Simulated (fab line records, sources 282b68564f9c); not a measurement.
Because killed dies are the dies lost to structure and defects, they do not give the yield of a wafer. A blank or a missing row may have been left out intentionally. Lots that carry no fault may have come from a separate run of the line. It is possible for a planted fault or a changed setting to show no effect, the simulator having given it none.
Split-lot study + flow ritCmos + on a route of 202 steps: 5 lots, 23 wafers read

THE SPLIT ITSELF
At RIT_NSD_IMPLANT_08, the setting energyKev was moved away from the recipe's 25 on 5 of the 23 wafers read, by +1.5% to +3.6%. All remaining wafers had this setting at the recipe value.

The reading comes from the split's own step.

THE READING
In nm, at RIT_NSD_IMPLANT_08: implant.drpNm, which is the simulator's own figure and was read by no gauge. The file gives no usual value for it.

| wafer  | tool, chamber at the split | energyKev as run | against the recipe | implant.drpNm, nm | against lot-mates on the recipe |
|--------|----------------------------|------------------|--------------------|-------------------|---------------------------------|
| L074.1 | implanter-03, 0            | 25.91            | +3.6%              | 15.16             | +0.32                           |
| L074.3 | implanter-03, 0            | 25.91            | +3.6%              | 15.16             | +0.32                           |
| L074.6 | implanter-03, 0            | 25.91            | +3.6%              | 15.16             | +0.32                           |
| L074.4 | implanter-03, 0            | 25               | recipe             | 14.84             | -                               |
| L074.5 | implanter-03, 0            | 25               | recipe             | 14.84             | -                               |
| L077.1 | implanter-02, 0            | 25               | recipe             | 14.84             | -                               |
| L077.2 | implanter-02, 0            | 25               | recipe             | 14.84             | -                               |
| L077.3 | implanter-02, 0            | 25               | recipe             | 14.84             | -                               |
| L077.4 | implanter-02, 0            | 25               | recipe             | 14.84             | -                               |
| L077.5 | implanter-02, 0            | 25               | recipe             | 14.84             | -                               |
| L078.2 | implanter-04, 0            | 25               | recipe             | 14.84             | -                               |
| L078.3 | implanter-04, 0            | 25               | recipe             | 14.84             | -                               |
| L078.6 | implanter-04, 0            | 25               | recipe             | 14.84             | -                               |
| L080.2 | implanter-04, 0            | 25               | recipe             | 14.84             | -                               |
| L080.4 | implanter-04, 0            | 25               | recipe             | 14.84             | -                               |
| L080.5 | implanter-04, 0            | 25               | recipe             | 14.84             | -                               |
| L080.3 | implanter-04, 0            | 25.38            | +1.5%              | 14.97             | +0.13                           |
| L080.6 | implanter-04, 0            | 25.38            | +1.5%              | 14.97             | +0.13                           |
| L084.2 | implanter-02, 0            | 25               | recipe             | 14.84             | -                               |
| L084.3 | implanter-02, 0            | 25               | recipe             | 14.84             | -                               |
| L084.4 | implanter-02, 0            | 25               | recipe             | 14.84             | -                               |
| L084.5 | implanter-02, 0            | 25               | recipe             | 14.84             | -                               |
| L084.6 | implanter-02, 0            | 25               | recipe             | 14.84             | -                               |

FIT RESULTS
A straight line over all 23 wafers: implant.drpNm changes by +0.0877 nm for each +1% of energyKev; r = +1.00; the points scatter about the line by 0.001 nm.
The same after taking each lot's own level away (the mean of its wafers on the recipe; 23 wafers): +0.0877 nm for each +1%; r = +1.00; scatter 0.001 nm.
That fit puts the effect of the largest move of energyKev on the reading at 0.32 nm.
The lots' own levels span 14.840 to 14.840 nm.
The two slopes agree, so the slope changes little with the lot-to-lot level.
Check: with one of the wafers moved furthest among these (+3.6%) left out of the fit, the line predicts +0.319 nm for it against its lot-mates. Against them it came out at +0.32 nm.

FILE'S OWN FIT
implant.drpNm changes by +0.0889 nm for each +1% of energyKev, r = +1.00.
